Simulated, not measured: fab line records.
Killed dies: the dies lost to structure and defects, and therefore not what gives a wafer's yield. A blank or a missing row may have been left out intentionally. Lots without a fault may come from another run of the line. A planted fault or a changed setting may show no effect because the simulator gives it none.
fab line records	flow berkeley_cmos170	part 1 of 2: steps 1 to 35 of 45
[record] lots = 5	wafers = 15	last_day = 11
route steps=331 shown PWELL@40 WELLDRIVE@55 ACTIVE@60 PFIELD@79
lots that met no fault: taken from a fault-free run of the same line
start_h: hours from the record's opening day to when the first of the lot's shown wafers began	wait_h: time in hours since the lot's previous step	" the same as in the row above	L1.1+2: several wafers, shown together as one row	- value missing, or start not given	* or withheld: withheld	< > ~ a bound
route shown NAME@n: names a module that has steps shown in the file, with the first one's number in the route	usual: average and standard deviation across the fault-free wafers	same: alike in all rows	chamber/n: place in a boat	sites: readings site by site	_std_site: the values' standard deviation	_edge_site: outer sites' mean less inner sites'	radius_mm: how far each site lies from the wafer's centre	mask NAME#n: copy n	behind: the most recent tool/chamber to have shaped the wafer	hold: the reason the lot was held/the length of the hold in hours/how it ended	device: which transistor (n, p or np) failed to switch	end of line: tests of these same wafers at the route's end	a step given without rows: its recipe and nothing more	killed: not the wafer's yield, but the dies lost to structure and defects at the first sort	map: dies across one wafer; x = killed, . = not, _ = none there
set.NAME: the run value of the setting; set.NAME@STEP: its run value at that earlier step	model.NAME: the simulator's own value behind a step, which no gauge read
a table for each step, a row for each wafer; lots at some steps of the route
services: a tool's chamber out of use, with start hour (start_h, from the record's first day; less than 0 if before it), hours out, and reason
[[steps]]
[step UCB170_PWELL_THK_MEAS_06]
[recipe] reads = Si3N4_of_PWELL_CVD_05
[usual] PWELL_NITRIDE_THK = 220.1/2.1
lot.wafer	tool	chamber	start_h	wait_h	PWELL_NITRIDE_THK[nm]
L076.1	film_metro-01	-	64.09	0.0	224.9
L076.3	"	-	"	"	225.8
L076.6	"	-	"	"	224.1
L079.1	film_metro-04	-	84.19	0.0	222.1
L079.4	"	-	"	"	221.9
L079.5	"	-	"	"	219.1
L082.4	film_metro-04	-	93.47	0.0	217.7
L082.5	"	-	"	"	217.4
L082.6	"	-	"	"	217.1
L089.1	film_metro-01	-	132.39	0.0	222.3
L089.2	"	-	"	"	221.3
L089.3	"	-	"	"	220.3
L091.1	film_metro-03	-	141.37	0.0	222.1
L091.2	"	-	"	"	221.0
L091.5	"	-	"	"	220.7
[step UCB170_PWELL_HMDS_07]
[recipe] prime_time_s = 60	prime_temp_c = 100
lot.wafer	tool	chamber	start_h	wait_h
L076.1+3+6	litho_track-04	0	64.63	0.5
L079.1+4+5	litho_track-02	0	84.25	0.1
L082.4+5+6	litho_track-01	0	93.77	0.3
L089.1+2+3	litho_track-02	0	132.45	0.1
L091.1+2+5	litho_track-01	0	141.43	0.1
[step UCB170_PWELL_COAT_08]
[recipe] resist = KrF	spin_rpm = 1500	resist_thk_nm = 900
lot.wafer	tool	chamber	start_h	wait_h
L076.1+3+6	litho_track-04	0	64.78	0.1
L079.1+4+5	litho_track-02	0	84.40	0.1
L082.4+5+6	litho_track-01	0	93.92	0.1
L089.1+2+3	litho_track-02	0	132.60	0.1
L091.1+2+5	litho_track-01	0	141.58	0.1
[step UCB170_PWELL_SOFTBAKE_09]
[recipe] resist = KrF	temp_c = 130	time_s = 60
lot.wafer	tool	chamber	start_h	wait_h
L076.1+3+6	litho_track-04	0	64.93	0.1
L079.1+4+5	litho_track-02	0	84.55	0.1
L082.4+5+6	litho_track-01	0	94.07	0.1
L089.1+2+3	litho_track-02	0	132.75	0.1
L091.1+2+5	litho_track-01	0	141.73	0.1
[step UCB170_PWELL_EXPOSE_10]
[recipe] mask_id = PWELL	target_cd_nm = 3000	na = 0.5	sigma_outer = 0.6	source_shape = conventional	dose_mj = 19
[usual] reticle_temp_C = 23.01/0.1	stage_vel_mm_s = 500.06/0.27
[same] sigma_outer = 0.6
lot.wafer	tool	chamber	start_h	wait_h	mask	reticle_temp_C	stage_vel_mm_s
L076.1	krf_scanner-01	0	65.20	0.2	PWELL#0	23.00	500.15
L076.3	"	0	"	"	PWELL#0	23.12	499.97
L076.6	"	0	"	"	PWELL#0	23.15	500.35
L079.1	krf_scanner-01	0	84.82	0.2	PWELL#0	23.02	500.03
L079.4	"	0	"	"	PWELL#0	22.99	500.16
L079.5	"	0	"	"	PWELL#0	23.02	500.19
L082.4	krf_scanner-01	0	94.52	0.4	PWELL#0	22.91	499.82
L082.5	"	0	"	"	PWELL#0	22.88	499.80
L082.6	"	0	"	"	PWELL#0	22.92	499.76
L089.1	krf_scanner-02	0	133.12	0.3	PWELL#0	23.07	500.10
L089.2	"	0	"	"	PWELL#0	22.98	500.81
L089.3	"	0	"	"	PWELL#0	22.93	500.38
L091.1	krf_scanner-02	0	141.88	0.1	PWELL#0	22.89	500.45
L091.2	"	0	"	"	PWELL#0	22.86	499.97
L091.5	"	0	"	"	PWELL#0	22.94	499.86
[step UCB170_PWELL_PEB_11]
[recipe] peb_temp_c = 130	peb_time_s = withheld	resist = KrF
lot.wafer	tool	chamber	start_h	wait_h
L076.1+3+6	litho_track-01	0	65.32	0.1
L079.1+4+5	litho_track-04	0	84.94	0.1
L082.4+5+6	litho_track-04	0	94.65	0.1
L089.1+2+3	litho_track-01	0	133.24	0.1
L091.1+2+5	litho_track-04	0	142.00	0.1
[step UCB170_PWELL_DEVELOP_12]
[recipe] developer = TMAH	develop_time_s = 45	resist = KrF	dev_temp_c = 21
lot.wafer	tool	chamber	start_h	wait_h
L076.1+3+6	litho_track-01	0	-	-
L079.1+4+5	litho_track-04	0	-	-
L082.4+5+6	litho_track-04	0	-	-
L089.1+2+3	litho_track-01	0	-	-
L091.1+2+5	litho_track-04	0	-	-
[step UCB170_PWELL_OVL_MEAS_13]
[usual] PWELL_OVL = 2/5.3
lot.wafer	tool	chamber	start_h	wait_h	PWELL_OVL[nm]
L076.1	overlay-01	-	65.60	-	8
L076.3	"	-	"	"	7
L076.6	"	-	"	"	9
L079.1	overlay-02	-	85.21	-	-1
L079.4	"	-	"	"	3
L079.5	"	-	"	"	3
L082.4	overlay-01	-	94.87	-	10
L082.5	"	-	"	"	12
L082.6	"	-	"	"	9
L089.1	overlay-01	-	133.51	-	12
L089.2	"	-	"	"	9
L089.3	"	-	"	"	4
L091.1	overlay-02	-	142.27	-	3
L091.2	"	-	"	"	4
L091.5	"	-	"	"	4
[step UCB170_PWELL_ETCH_14]
[recipe] chemistry = CH3F/Ar/O2	target = Si3N4	stop_on = SiO2	CH3F_flow_sccm = 20	Ar_flow_sccm = 50	O2_flow_sccm = 7	pressure_mtorr = 50	rf_w = 450	target_depth_a = 2420	over_etch_frac = 0.1	time_s = 151
[usual] chamber_pressure_mTorr = 50.00/0.05	drypump_motor_current_A = 5.7/0.41	oes_product_au = 0.943/0.017	throttle_valve_pct = 8.09/0.082
lot.wafer	tool	chamber	start_h	wait_h	chamber_pressure_mTorr	drypump_motor_current_A	oes_product_au	rf_hours_counter_h	throttle_valve_pct
L076.1	rie_diel-01	1	65.63	0.0	49.98	5.5	0.939	67	7.99
L076.3	"	3	"	"	49.96	5.4	0.987	85	8.04
L076.6	"	3	"	"	50.08	5.4	0.977	-	8.02
L079.1	rie_diel-03	0	85.25	0.0	49.89	6.2	0.944	57	8.18
L079.4	"	2	"	"	49.92	6.5	0.955	-	8.18
L079.5	"	3	"	"	49.90	5.2	0.929	-	8.05
L082.4	rie_diel-03	0	94.94	0.1	50.00	6.2	0.944	-	8.20
L082.5	"	2	"	"	49.97	6.6	0.944	-	8.18
L082.6	"	3	"	"	50.04	5.2	0.926	-	8.03
L089.1	rie_diel-01	2	133.55	0.0	50.02	5.9	0.961	101	8.08
L089.2	"	1	"	"	50.10	5.5	0.937	71	8.00
L089.3	"	3	"	"	49.97	5.4	0.974	88	8.03
L091.1	rie_diel-03	2	142.31	0.0	50.05	6.6	0.959	125	8.20
L091.2	"	0	"	"	50.07	6.3	0.941	61	8.18
L091.5	"	0	"	"	50.04	6.2	0.938	-	8.19
[step UCB170_PWELL_IMPLANT_15]
[recipe] species = B	dose_cm2 = 5e+12	energy_kev = 60	tilt_deg = 7
lot.wafer	tool	chamber	start_h	wait_h
L076.1+3+6	implanter-04	0	65.73	0.1
L079.1+4+5	implanter-01	0	85.35	0.1
L082.4+5+6	implanter-04	0	95.07	0.1
L089.1+2+3	implanter-04	0	133.65	0.1
L091.1+2+5	implanter-04	0	142.41	0.1
[step UCB170_PWELL_STRIP_16]
[recipe] chemistry = O2	power_w = 400	pressure_mtorr = 3500	platen_temp_c = withheld	o2_flow_sccm = 400	overash_fraction = 0.5
[usual] chamber_pressure_mTorr = 3500/3.2	drypump_motor_current_A = 5.57/0.3	oes_product_au = 0.720/0.0052	strip_time_to_endpoint_s = 18.07/0.083
lot.wafer	tool	chamber	start_h	wait_h	chamber_pressure_mTorr	drypump_motor_current_A	oes_product_au	rf_hours_counter_h	strip_time_to_endpoint_s
L076.1	plasma_asher-01	0	65.88	0.1	3496	6.10	0.721	36	18.03
L076.3	"	0	"	"	3497	6.12	0.731	-	17.99
L076.6	"	1	"	"	3498	5.58	0.712	-	18.03
L079.1	plasma_asher-01	0	85.50	0.1	3500	6.08	0.721	38	18.19
L079.4	"	0	"	"	3503	6.07	0.720	-	18.24
L079.5	"	1	"	"	3504	5.55	0.730	-	18.17
L082.4	plasma_asher-03	1	95.17	0.1	3504	5.85	0.719	-	18.10
L082.5	"	0	"	"	3499	5.31	0.720	-	18.16
L082.6	"	1	"	"	3497	5.83	0.714	-	18.02
L089.1	plasma_asher-03	0	133.80	0.1	3499	5.26	0.720	1	18.25
L089.2	"	1	"	"	3496	5.83	0.728	1	18.10
L089.3	"	1	"	"	3500	5.80	0.729	-	18.14
L091.1	plasma_asher-01	1	142.56	0.1	3500	5.56	0.719	45	18.04
L091.2	"	0	"	"	3503	6.11	0.719	45	18.00
L091.5	"	0	"	"	3499	6.10	0.711	-	18.04
[step UCB170_PWELL_TW_MEAS_17]
[usual] PWELL_TW = 379.7/1.6
lot.wafer	tool	chamber	start_h	wait_h	PWELL_TW
L076.1	film_metro-01	-	65.98	0.1	381.6
L076.3	"	-	"	"	381.2
L076.6	"	-	"	"	381.3
L079.1	film_metro-04	-	85.60	0.1	380.1
L079.4	"	-	"	"	380.8
L079.5	"	-	"	"	380.2
L082.4	film_metro-01	-	95.27	0.1	380.8
L082.5	"	-	"	"	379.3
L082.6	"	-	"	"	378.7
L089.1	film_metro-01	-	133.90	0.1	380.6
L089.2	"	-	"	"	381.9
L089.3	"	-	"	"	380.6
L091.1	film_metro-04	-	142.66	0.1	381.4
L091.2	"	-	"	"	379.4
L091.5	"	-	"	"	380.0
[step UCB170_PWELL_CLEAN_18]
[recipe] chemistry = SPM	temp_c = 120	time_s = 600
lot.wafer	tool	chamber	start_h	wait_h
L076.1+3+6	wet_bench-01	3	66.04	0.1
L079.1+4+5	wet_bench-01	2	85.67	0.1
L082.4+5+6	wet_bench-03	1	97.03	1.8
L089.1+2+3	wet_bench-04	0	133.96	0.1
L091.1+2+5	wet_bench-01	3	144.58	1.9
[step UCB170_PWELL_WET_ETCH_19]
[recipe] chemistry = H3PO4	target = Si3N4	temp_c = 160	time_s = 14400
lot.wafer	tool	chamber	start_h	wait_h
L076.1+3+6	wet_bench-04	3	66.22	0.0
L079.1+4+5	wet_bench-04	1	85.96	0.1
L082.4+5+6	wet_bench-03	0	97.38	0.2
L089.1+2+3	wet_bench-01	3	134.17	0.0
L091.1+2+5	wet_bench-04	2	144.99	0.2
[step UCB170_PWELL_WET_ETCH_20]
[recipe] chemistry = BOE	dilution = 5:1	target = SiO2	temp_c = 25	time_s = 22
lot.wafer	tool	chamber	start_h	wait_h
L076.1+3+6	wet_bench-03	2	70.23	0.0
L079.1+4+5	wet_bench-03	2	89.97	0.0
L082.4+5+6	wet_bench-01	0	101.39	0.0
L089.1+2+3	wet_bench-04	0	138.18	0.0
L091.1+2+5	wet_bench-03	3	149.36	0.0
[step UCB170_WELLDRIVE_CLEAN_00]
[recipe] chemistry = SPM	temp_c = 120	time_s = 600
lot.wafer	tool	chamber	start_h	wait_h
L076.1+3+6	wet_bench-04	3	70.24	0.0
L079.1+4+5	wet_bench-04	3	89.98	0.0
L082.4+5+6	wet_bench-04	3	101.41	0.0
L089.1+2+3	wet_bench-01	1	138.19	0.0
L091.1+2+5	wet_bench-04	3	149.37	0.0
[step UCB170_WELLDRIVE_OXIDATION_01]
[recipe] temp_c = 1100	ambient = O2	target_thk_a = 1990	ox_time_s = 9000
lot.wafer	tool	chamber	start_h	wait_h
L076.1+3+6	furnace-01	0	75.37	5.0
L079.1+4+5	furnace-01	0	95.07	4.9
L082.4+5+6	furnace-04	0	105.88	4.3
L089.1+2+3	furnace-02	0	142.34	4.0
L091.1+2+5	furnace-02	0	152.79	3.2
[step UCB170_WELLDRIVE_THK_MEAS_02]
[recipe] reads = SiO2_of_WELLDRIVE_OXIDATION_01
[usual] WELLDRIVE_OXIDE_THK = 197/3.2
lot.wafer	tool	chamber	start_h	wait_h	WELLDRIVE_OXIDE_THK[nm]
L076.1	film_metro-02	-	78.87	0.0	193
L076.3	"	-	"	"	196
L076.6	"	-	"	"	193
L079.1	film_metro-02	-	98.57	0.0	192
L079.4	"	-	"	"	197
L079.5	"	-	"	"	196
L082.4	film_metro-02	-	109.46	0.1	194
L082.5	"	-	"	"	193
L082.6	"	-	"	"	195
L089.1	film_metro-01	-	145.84	0.0	199
L089.2	"	-	"	"	201
L089.3	"	-	"	"	197
L091.1	film_metro-02	-	156.35	0.1	195
L091.2	"	-	"	"	197
L091.5	"	-	"	"	193
[step UCB170_WELLDRIVE_ANNEAL_03]
[recipe] temp_c = 1100	time_s = 900	ambient = N2
lot.wafer	tool	chamber	start_h	wait_h
L076.1+3+6	furnace-04	0	88.31	9.4
L079.1+4+5	furnace-04	0	104.63	6.1
L082.4+5+6	furnace-04	0	113.48	4.0
L089.1+2+3	furnace-01	0	150.89	5.0
L091.1+2+5	furnace-04	0	161.10	4.7
[step UCB170_WELLDRIVE_WET_ETCH_04]
[recipe] chemistry = BOE	dilution = 5:1	target = SiO2	temp_c = 25	time_s = 120
lot.wafer	tool	chamber	start_h	wait_h
L076.1+3+6	wet_bench-03	0	89.56	0.0
L079.1+4+5	wet_bench-03	3	107.57	1.7
L082.4+5+6	wet_bench-03	1	114.73	0.0
L089.1+2+3	wet_bench-04	1	152.14	0.0
L091.1+2+5	wet_bench-03	1	162.35	0.0
[step UCB170_ACTIVE_CLEAN_00]
[recipe] chemistry = SPM	temp_c = 120	time_s = 600
lot.wafer	tool	chamber	start_h	wait_h
L076.1+3+6	wet_bench-01	3	89.61	0.0
L079.1+4+5	wet_bench-04	1	108.47	0.9
L082.4+5+6	wet_bench-03	1	114.78	0.0
L089.1+2+3	wet_bench-04	1	152.18	0.0
L091.1+2+5	wet_bench-04	0	162.40	0.0
[step UCB170_ACTIVE_CLEAN_01]
[recipe] chemistry = dHF	dilution = 25:1	time_s = 60
lot.wafer	tool	chamber	start_h	wait_h
L076.1+3+6	wet_bench-01	3	89.78	0.0
L079.1+4+5	wet_bench-04	1	108.83	0.2
L082.4+5+6	wet_bench-03	3	114.99	0.0
L089.1+2+3	wet_bench-04	0	152.35	0.0
L091.1+2+5	wet_bench-04	1	162.57	0.0
[step UCB170_ACTIVE_OXIDATION_02]
[recipe] temp_c = 1000	ambient = O2	target_thk_a = 264	ox_time_s = 1260
lot.wafer	tool	chamber	start_h	wait_h
L076.1+3+6	furnace-01	0	93.72	3.9
L079.1+4+5	furnace-04	0	112.13	3.3
L082.4+5+6	furnace-02	0	119.04	4.0
L089.1+2+3	furnace-04	0	156.75	4.4
L091.1+2+5	furnace-01	0	166.15	3.6
[step UCB170_ACTIVE_THK_MEAS_03]
[recipe] reads = SiO2_of_ACTIVE_OXIDATION_02
[usual] ACTIVE_OXIDE_THK = 26.3/0.52
lot.wafer	tool	chamber	start_h	wait_h	ACTIVE_OXIDE_THK[nm]
L076.1	film_metro-04	-	95.07	0.0	26.0
L076.3	"	-	"	"	26.0
L076.6	"	-	"	"	25.9
L079.1	film_metro-03	-	113.48	0.0	26.2
L079.4	"	-	"	"	26.6
L079.5	"	-	"	"	26.4
L082.4	film_metro-04	-	120.48	0.1	27.6
L082.5	"	-	"	"	27.6
L082.6	"	-	"	"	27.8
L089.1	film_metro-02	-	158.10	0.0	26.7
L089.2	"	-	"	"	26.0
L089.3	"	-	"	"	26.0
L091.1	film_metro-04	-	167.56	0.1	25.9
L091.2	"	-	"	"	25.8
L091.5	"	-	"	"	26.0
[step UCB170_ACTIVE_ANNEAL_04]
[recipe] temp_c = 1000	time_s = 900	ambient = N2
lot.wafer	tool	chamber	start_h	wait_h
L076.1+3+6	furnace-01	0	99.82	4.7
L079.1+4+5	furnace-04	0	117.73	4.2
L082.4+5+6	furnace-01	0	126.04	5.5
L089.1+2+3	furnace-01	0	163.24	5.1
L091.1+2+5	furnace-01	0	171.60	4.0
[step UCB170_ACTIVE_CVD_05]
[recipe] material = Si3N4	target_thk_nm = 220	temp_c = 800	precursor = SiH2Cl2/NH3	time_s = 3300	pressure_mtorr = 200	sih2cl2_flow_sccm = 25	nh3_flow_sccm = 75
lot.wafer	tool	chamber	start_h	wait_h
L076.1+3+6	lpcvd-01	1	102.86	1.8
L079.1+4+5	lpcvd-02	1	119.13	0.1
L082.4+5+6	lpcvd-02	0	127.29	0.0
L089.1+2+3	lpcvd-01	0	164.49	0.0
L091.1+2+5	lpcvd-01	0	174.01	1.2
[step UCB170_ACTIVE_THK_MEAS_06]
[recipe] reads = Si3N4_of_ACTIVE_CVD_05
[usual] ACTIVE_NITRIDE_THK = 220.7/1.8
lot.wafer	tool	chamber	start_h	wait_h	ACTIVE_NITRIDE_THK[nm]
L076.1	film_metro-03	-	104.78	0.0	221.6
L076.3	"	-	"	"	221.1
L076.6	"	-	"	"	222.0
L079.1	film_metro-04	-	121.05	0.0	219.9
L079.4	"	-	"	"	219.2
L079.5	"	-	"	"	218.4
L082.4	film_metro-03	-	129.23	0.0	220.8
L082.5	"	-	"	"	221.6
L082.6	"	-	"	"	219.0
L089.1	film_metro-02	-	166.40	0.0	222.0
L089.2	"	-	"	"	221.5
L089.3	"	-	"	"	220.5
L091.1	film_metro-04	-	175.99	0.1	220.6
L091.2	"	-	"	"	221.3
L091.5	"	-	"	"	220.6
[step UCB170_ACTIVE_HMDS_07]
[recipe] prime_time_s = 60	prime_temp_c = 100
lot.wafer	tool	chamber	start_h	wait_h
L076.1+3+6	litho_track-02	0	104.84	0.1
L079.1+4+5	litho_track-01	0	121.59	0.5
L082.4+5+6	litho_track-02	0	129.34	0.1
L089.1+2+3	litho_track-01	0	166.74	0.3
L091.1+2+5	litho_track-01	0	176.20	0.2
[step UCB170_ACTIVE_COAT_08]
[recipe] resist = KrF	spin_rpm = 1500	resist_thk_nm = 900
lot.wafer	tool	chamber	start_h	wait_h
L076.1+3+6	litho_track-02	0	104.99	0.1
L079.1+4+5	litho_track-01	0	121.74	0.1
L082.4+5+6	litho_track-02	0	129.49	0.1
L089.1+2+3	litho_track-01	0	166.89	0.1
L091.1+2+5	litho_track-01	0	176.35	0.1
[step UCB170_ACTIVE_SOFTBAKE_09]
[recipe] resist = KrF	temp_c = 130	time_s = 60
lot.wafer	tool	chamber	start_h	wait_h
L076.1+3+6	litho_track-02	0	105.14	0.1
L079.1+4+5	litho_track-01	0	121.89	0.1
L082.4+5+6	litho_track-02	0	129.64	0.1
L089.1+2+3	litho_track-01	0	167.04	0.1
L091.1+2+5	litho_track-01	0	176.50	0.1
[step UCB170_ACTIVE_EXPOSE_10]
[recipe] mask_id = ACTIVE	target_cd_nm = 1200	na = 0.5	sigma_outer = 0.6	source_shape = conventional	dose_mj = 20
[usual] reticle_temp_C = 23.01/0.097	stage_vel_mm_s = 500.03/0.24
[same] sigma_outer = 0.6
lot.wafer	tool	chamber	start_h	wait_h	mask	reticle_temp_C	stage_vel_mm_s
L076.1	krf_scanner-01	0	105.29	0.1	ACTIVE#0	23.05	500.09
L076.3	"	0	"	"	ACTIVE#0	22.88	500.22
L076.6	"	0	"	"	ACTIVE#0	23.02	500.31
L079.1	krf_scanner-02	0	122.04	0.1	ACTIVE#0	22.89	500.02
L079.4	"	0	"	"	ACTIVE#0	22.79	500.27
L079.5	"	0	"	"	ACTIVE#0	22.88	500.18
L082.4	krf_scanner-01	0	130.01	0.3	ACTIVE#0	22.99	500.37
L082.5	"	0	"	"	ACTIVE#0	23.05	500.33
L082.6	"	0	"	"	ACTIVE#0	22.86	500.30
L089.1	krf_scanner-02	0	-	-	ACTIVE#0	22.95	500.02
L089.2	"	0	"	"	ACTIVE#0	23.13	499.79
L089.3	"	0	"	"	ACTIVE#0	22.96	499.87
L091.1	krf_scanner-02	0	176.92	0.4	ACTIVE#0	23.00	500.08
L091.2	"	0	"	"	ACTIVE#0	23.00	499.49
L091.5	"	0	"	"	ACTIVE#0	22.91	500.01
[step UCB170_ACTIVE_PEB_11]
[recipe] peb_temp_c = 130	peb_time_s = withheld	resist = KrF
lot.wafer	tool	chamber	start_h	wait_h
L076.1+3+6	litho_track-01	0	105.45	0.1
L079.1+4+5	litho_track-01	0	122.94	0.9
L082.4+5+6	litho_track-03	0	130.18	0.1
L089.1+2+3	litho_track-02	0	-	-
L091.1+2+5	litho_track-02	0	177.62	0.7
[step UCB170_ACTIVE_DEVELOP_12]
[recipe] developer = TMAH	develop_time_s = 45	resist = KrF	dev_temp_c = 21
lot.wafer	tool	chamber	start_h	wait_h
L076.1+3+6	litho_track-01	0	-	-
L079.1+4+5	litho_track-01	0	-	-
L082.4+5+6	litho_track-03	0	-	-
L089.1+2+3	litho_track-02	0	-	-
L091.1+2+5	litho_track-02	0	-	-
[step UCB170_ACTIVE_CD_MEAS_13]
[recipe] target_cd_nm = 1200
[usual] cd_nm = 1200.2/1.5
lot.wafer	tool	chamber	start_h	wait_h	cd_nm
L076.1	cd_sem-01	-	105.72	-	1202.6
L076.3	"	-	"	"	1201.3
L076.6	"	-	"	"	1201.1
L079.1	cd_sem-01	-	123.21	-	1201.9
L079.4	"	-	"	"	1201.9
L079.5	"	-	"	"	1202.8
L082.4	cd_sem-02	-	130.44	-	1200.4
L082.5	"	-	"	"	1200.8
L082.6	"	-	"	"	1200.0
L089.1	cd_sem-02	-	168.63	-	1199.6
L089.2	"	-	"	"	1199.0
L089.3	"	-	"	"	1201.1
L091.1	cd_sem-01	-	177.94	-	1201.6
L091.2	"	-	"	"	1200.1
L091.5	"	-	"	"	1199.7
[step UCB170_ACTIVE_OVL_MEAS_14]
[usual] ACTIVE_OVL = 1/5.3
lot.wafer	tool	chamber	start_h	wait_h	ACTIVE_OVL[nm]
L076.1	overlay-02	-	105.84	0.1	11
L076.3	"	-	"	"	8
L076.6	"	-	"	"	8
L079.1	overlay-02	-	123.33	0.1	-4
L079.4	"	-	"	"	2
L079.5	"	-	"	"	0
L082.4	overlay-02	-	130.52	0.1	5
L082.5	"	-	"	"	5
L082.6	"	-	"	"	-1
L089.1	overlay-01	-	168.75	0.1	-3
L089.2	"	-	"	"	-2
L089.3	"	-	"	"	-7
L091.1	overlay-01	-	178.06	0.1	-6
L091.2	"	-	"	"	-1
L091.5	"	-	"	"	2
